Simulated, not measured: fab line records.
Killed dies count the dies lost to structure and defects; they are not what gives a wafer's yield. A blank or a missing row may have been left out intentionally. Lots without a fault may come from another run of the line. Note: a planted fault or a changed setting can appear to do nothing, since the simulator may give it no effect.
2 desks looking at one fault / flow berkeley-cmos170 / each desk holds nothing but its own numbers, with what lay behind them at the end

THE TOOL OWNER'S DESK: pvd-sputter-04
The tool's own readings at UCB170_M1_SPUTTER_00 (material Al, target thk 600 nm, time 80 s): means of the sampled wafers that have a number, for each lot that ran on this tool. Any lot whose mean is over 4 standard deviations away from the usual mean is out of limits and marked OUT; that distance is given in the brackets.
Columns: A = throttle-valve-pct at UCB170_M1_SPUTTER_00, usual 30.1 %
lot=L164; first seen here=day 9 01:55; A=29.7
lot=L163; first seen here=day 9 04:03; A=30.3
lot=L166; first seen here=day 9 09:07; A=30.4
lot=L170; first seen here=day 9 17:37; A=30.4
lot=L173; first seen here=day 9 23:05; A=30.3
lot=L186; first seen here=day 12 21:46; A=30.4
This desk's finding: nothing out of limits on any of the 6 lots.

FROM THE METROLOGY DESK
Lot by lot, what the gauges showed, no matter which tool ran the lot: averages of those sampled wafers that carry a number. Any lot whose mean is over 4 standard deviations away from the usual mean is out of limits and marked OUT; that distance is given in the brackets.
Columns: A = M1_AL_RS at UCB170_M1_RS_MEAS_01, usual 0.0485 ohm/sq; B = M1_AL_THK at UCB170_M1_THK_MEAS_02, usual 594 nm; C = M1_OVL at UCB170_M1_OVL_MEAS_10, usual 1 nm; D = V1_TEOS_THK at UCB170_V1_THK_MEAS_01, usual 1996 nm
lot=L165; first seen here=day 9 01:59; A=0.0483; B=597; C=-1; D=1952
lot=L164; first seen here=day 9 02:00; A=0.0487; B=592; C=0; D=1976
lot=L169; first seen here=day 9 03:52; A=0.0492; B=587; C=-1; D=1956
lot=L163; first seen here=day 9 04:08; A=0.0484; B=596; C=-1; D=1992
lot=L166; first seen here=day 9 09:11; A=0.0485; B=595; C=-4; D=2013
lot=L170; first seen here=day 9 17:40; A=0.0436 (-10) OUT; B=652 (+8.0) OUT; C=2; D=1990
lot=L171; first seen here=day 9 21:40; A=0.0485; B=598; C=-1; D=1983
lot=L173; first seen here=day 9 23:08; A=0.0425 (-13) OUT; B=675 (+11) OUT; C=2; D=1982
lot=L174; first seen here=day 10 03:08; A=0.0481; B=595; C=-7; D=1997
lot=L176; first seen here=day 10 14:24; A=0.0491; B=584; C=6; D=1956
lot=L178; first seen here=day 11 19:16; A=0.0483; B=602; C=-2; D=1998
lot=L182; first seen here=day 11 21:18; A=0.0483; B=596; C=-4; D=2007
lot=L179; first seen here=day 11 21:34; A=0.0484; B=592; C=-0; D=1995
lot=L186; first seen here=day 12 21:51; A=0.0493; B=579; C=-1; D=2013
This desk reports L170, L173 out of limits; the earliest was L170 at day 9 17:40 (M1_AL_RS at UCB170_M1_RS_MEAS_01). L165, L164, L169, L163, L166, L171, L174, L176, L178, L182, L179, L186 stayed within limits.

PUT TOGETHER
At day 9 17:40 the metrology desk could have sounded an alarm, on L170, L173.
Nothing out of limits was seen by the tool owner's desk.
On record at the tool owner's desk: L170, L173, within its limits.
UCB170_M1_SPUTTER_00 was run on pvd-sputter-04 by each of the lots named.

WHAT HAD BEEN PUT IN BY THE SIMULATOR
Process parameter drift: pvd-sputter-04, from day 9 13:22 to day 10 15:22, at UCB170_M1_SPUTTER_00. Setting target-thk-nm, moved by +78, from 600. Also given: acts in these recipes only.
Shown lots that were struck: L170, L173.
Hours from the fault's start to each desk's first reading out of limits: the metrology desk, 4.
